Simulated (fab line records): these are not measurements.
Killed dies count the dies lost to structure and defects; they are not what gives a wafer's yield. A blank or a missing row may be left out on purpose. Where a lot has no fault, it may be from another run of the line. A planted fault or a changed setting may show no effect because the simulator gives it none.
Which tool was responsible? + flow berkeley-cmos170 + Sampling: 14 lots, 42 wafers, 2 of 331 route steps

== WHAT EACH GAUGE READ, for each wafer ==
UCB170_FIELD_THK_MEAS_91.
| lot  | measured     | on            | FIELD_OXIDE_LEFT_2_THK (nm) |
|------|--------------|---------------|-----------------------------|
| L536 | day 6 02:56  | film-metro-03 | 343 339 336                 |
| L538 | day 6 21:28  | film-metro-04 | 366 370 359                 |
| L539 | day 7 04:10  | film-metro-02 | 357 354 361                 |
| L543 | day 8 00:14  | film-metro-03 | 407 394 402 407 394 402     |
| L542 | day 8 00:35  | film-metro-02 | 392 385 385 392 386 385     |
| L545 | day 8 06:08  | film-metro-04 | 352 348 350                 |
| L547 | day 8 06:25  | film-metro-04 | 346 341 348                 |
| L553 | day 9 15:04  | film-metro-02 | 339 336 327                 |
| L550 | day 9 15:29  | film-metro-04 | 343 346 346                 |
| L551 | day 9 15:56  | film-metro-03 | 349 351 348                 |
| L552 | day 9 16:13  | film-metro-02 | 348 349 340                 |
| L555 | day 10 12:09 | film-metro-03 | 353 354 357                 |
| L558 | day 10 19:20 | film-metro-04 | 366 355 363                 |
| L557 | day 10 19:45 | film-metro-03 | 361 357 366                 |

== TOOL THAT RAN EACH LOT (tool first, then ch and the chambers of the sampled wafers, then the start) ==
| lot  | UCB170_GATE_WET_ETCH_00         |
|------|---------------------------------|
| L536 | wet-bench-04 ch 2, day 6 02:52  |
| L538 | wet-bench-02 ch 1, day 6 21:23  |
| L539 | wet-bench-02 ch 2, day 7 04:04  |
| L543 | wet-bench-04 ch 3, day 8 00:09  |
| L542 | wet-bench-04 ch 1, day 8 00:31  |
| L545 | wet-bench-04 ch 1, day 8 06:02  |
| L547 | wet-bench-04 ch 1, day 8 06:19  |
| L553 | wet-bench-04 ch 1, day 9 15:00  |
| L550 | wet-bench-03 ch 0, day 9 15:25  |
| L551 | wet-bench-03 ch 3, day 9 15:52  |
| L552 | wet-bench-03 ch 2, day 9 16:08  |
| L555 | wet-bench-02 ch 3, day 10 12:05 |
| L558 | wet-bench-02 ch 1, day 10 19:14 |
| L557 | wet-bench-02 ch 2, day 10 19:41 |
- UCB170_GATE_WET_ETCH_00: etches SiO2 in dHF, time 200 s.

== AS READ BY THE TOOLS THEMSELVES (means over the sampled wafers that have a number; for cases with no such wafer, the mark the record gives instead) ==
UCB170_GATE_WET_ETCH_00.
| lot  | tool         | bath-heat-duty-pct (%) | run-length-s (s) |
|------|--------------|------------------------|------------------|
| L536 | wet-bench-04 | 7.0                    | 235              |
| L538 | wet-bench-02 | 5.7                    | 226              |
| L539 | wet-bench-02 | 5.5                    | 232              |
| L543 | wet-bench-04 | -                      | -                |
| L542 | wet-bench-04 | -                      | -                |
| L545 | wet-bench-04 | 6.8                    | 227              |
| L547 | wet-bench-04 | 6.5                    | 227              |
| L553 | wet-bench-04 | 6.7                    | 228              |
| L550 | wet-bench-03 | 5.7                    | 233              |
| L551 | wet-bench-03 | 5.5                    | 235              |
| L552 | wet-bench-03 | 6.4                    | 234              |
| L555 | wet-bench-02 | 7.7                    | 225              |
| L558 | wet-bench-02 | 5.4                    | 226              |
| L557 | wet-bench-02 | 5.3                    | 224              |

== THE ANSWER, worked out from the rows above alone ==
Rule: the usual values come from the lots themselves. Put in order of their means at a reading, lots are off if they are a third of the lots or fewer, leave a main group of 4 or more, and stand apart from it by a gap of 3 or more times the standard deviation of the main group's means; of several such gaps the widest counts. If all means in a main group match to the digits the tables above print for the reading, that group is not used. A lot without any number at a reading at which 4 lots or more have one is off too. The other lots that the step has rows for count as sound. First the gauges in route order, then the tools' own readings, where a lot's mean is used as printed above. At the first step where some lot is off, the reading lying furthest off is the one used; lots without a number count as furthest.
Off: L543, L542, at UCB170_GATE_WET_ETCH_00 (bath-heat-duty-pct). Without a number there: L543, L542. The main group has a mean of 6.2 % with a standard deviation of 0.74.
If a tool, at that step or one of the process steps before it, ran each lot that is off and ran no sound lot following the first of them, it fits. Of those tried, none fits.

== WHAT HAD BEEN PUT IN BY THE SIMULATOR ==
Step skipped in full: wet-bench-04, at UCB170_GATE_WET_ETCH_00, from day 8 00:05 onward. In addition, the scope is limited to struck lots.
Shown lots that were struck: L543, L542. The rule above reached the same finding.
